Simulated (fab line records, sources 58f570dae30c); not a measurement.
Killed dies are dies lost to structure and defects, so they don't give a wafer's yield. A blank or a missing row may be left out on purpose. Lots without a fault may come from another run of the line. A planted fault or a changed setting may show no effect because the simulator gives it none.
Problem report in the 8D (eight disciplines) form, filled by code | flow berkeley_cmos170 | the parts of the form that need people (team, actions taken, sign-off) are left out

1. THE PROBLEM
bias_w at UCB170_M3_METAL_ETCH_18 reads a mean of 112.7 W on 9 wafers of 3 lots; wafers without a fault read 120.0 W with a standard deviation of 0.35. That is -21 standard deviations from the usual mean.
The step: etches Al in Cl2/BCl3, stops on SiO2, target depth 1170 nm, time 195 s.
First seen on wafer L399.1, day 12 08:38, on rie_metal-02. The record holds 45 wafers of 15 lots with a number at this step. Rule for "out", or "out of limits": more than 4 standard deviations from the usual mean. The other wafers with a number count as sound.

2. WHAT IT IS AND WHAT IT IS NOT
question                    | is                     | is not
which readings at this step | bias_w                 | oes_product_au, rf_fwd_power_W, throttle_valve_pct
which lots                  | L399, L401, L404       | L383, L384, L385, L386, L388, L390, L391, L392, L393, L397, L405, L406
which wafers of those lots  | all that have a number | -
read on which tools         | rie_metal-02           | rie_metal-01, rie_metal-03
when                        | from day 12 08:38      | up to then (30 sound wafers); but 6 sound wafers of L405, L406 came after

3. SUSPECTS, AND WHAT RULES EACH OUT
Counting: a tool at a process step up to the reading stays a suspect if it ran every lot that is out and no sound lot after the first of them.
- rie_metal-02 at UCB170_M3_METAL_ETCH_18 (etches Al in Cl2/BCl3, stops on SiO2, target depth 1170 nm, time 195 s): kept. It ran every lot that is out, first L399 (day 12 08:38), and no sound lot after that; its last sound lot up to then is L397 (day 11 14:03). Its own readings are out on those wafers: bias_w.
Left after counting: rie_metal-02 at UCB170_M3_METAL_ETCH_18.

4. THE CAUSE (what the simulator had put in)
Process parameter drift: rie_metal-02, from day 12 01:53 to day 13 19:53, at UCB170_M3_METAL_ETCH_18. Setting bias_w, moved by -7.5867, from 120. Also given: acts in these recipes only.
Counting left only this tool.

5. THE CHAIN OF EFFECTS, in route order
Each row: a reading whose mean over the struck wafers that have a number lies more than 3 standard deviations from the usual. Only readings for which the record gives a usual standard deviation are gone through. hours: the time from each lot's start at the first step in this table that gives one to its start at this step, as a median over the lots. sigmas: the change in usual standard deviations.
hours | step                    | reading | usual   | on struck wafers | change | sigmas
0     | UCB170_M3_METAL_ETCH_18 | bias_w  | 120.0 W | 112.7            | -7.3   | -21
The process steps in it:
- UCB170_M3_METAL_ETCH_18: etches Al in Cl2/BCl3, stops on SiO2, target depth 1170 nm, time 195 s.

6. WHAT WOULD HAVE CAUGHT IT SOONER
In this record the first reading out of limits was taken at day 12 08:38, 7 hours after the fault began at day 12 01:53.
